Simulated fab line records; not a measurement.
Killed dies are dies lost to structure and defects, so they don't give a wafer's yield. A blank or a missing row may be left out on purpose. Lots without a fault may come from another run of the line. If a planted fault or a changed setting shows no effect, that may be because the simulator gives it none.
Matching of chambers	flow rit_cmos	RIT_CONTACT_ETCH_11 on rie_diel-03: 4 sister chambers
The step etches SiO2 in CHF3/CF4/Ar, stops on TiSi2, target depth 480 nm, time 320 s. 14 wafers are shown with their chamber, then 7 later ones without.

WAFERS WITH THEIR CHAMBER
wafer	chamber	throttle_valve_pct (%)	oes_product_au (a.u.)
L104.1	2	8.95	1.008
L104.3	0	8.96	0.975
L104.6	0	8.94	0.987
L106.2	2	8.94	1.005
L106.3	3	8.82	1.009
L106.4	0	8.94	0.981
L107.1	3	8.82	1.003
L107.3	2	8.95	1.010
L107.4	0	8.94	0.991
L111.1	0	8.92	0.982
L111.5	3	8.83	1.009
L111.6	0	8.94	0.990
L115.1	3	8.81	1.006
L115.2	1	8.60	0.992

SIGNATURES (means of the wafers above)
reading	chamber 0	chamber 1	chamber 2	chamber 3	scatter within a chamber
throttle_valve_pct	8.9400	8.6000	8.9467	8.8200	0.0103
oes_product_au	0.98433	0.99200	1.00767	1.00675	0.00474
Rule: distance of a wafer from a chamber = root of the sum over the readings of ((wafer's reading minus chamber's mean) / reading's scatter) squared. If the next closest chamber is less than 2 further off than the closest, the wafer can't be placed; otherwise it belongs to the closest. The scatter: the root of (the sum of the squares of (reading less its chamber's mean) over the shown wafers, divided by (wafers less chambers)).

WAFERS WHOSE CHAMBER IS MISSING
wafer	throttle_valve_pct (%)	oes_product_au (a.u.)
L115.4	8.95	1.012
L122.2	8.95	0.979
L122.4	8.83	1.000
L122.5	8.94	0.974
L126.2	8.62	0.992
L126.4	8.82	1.006
L126.5	8.94	1.011

THE CHAMBER EACH PASSED THROUGH
wafer	from the rows above	in truth
L115.4	2	2
L122.2	0	0
L122.4	3	3
L122.5	0	0
L126.2	1	1
L126.4	3	3
L126.5	2	2
7 of 7 placed correctly. Can't be placed from these rows: 0. Placed wrongly: 0.
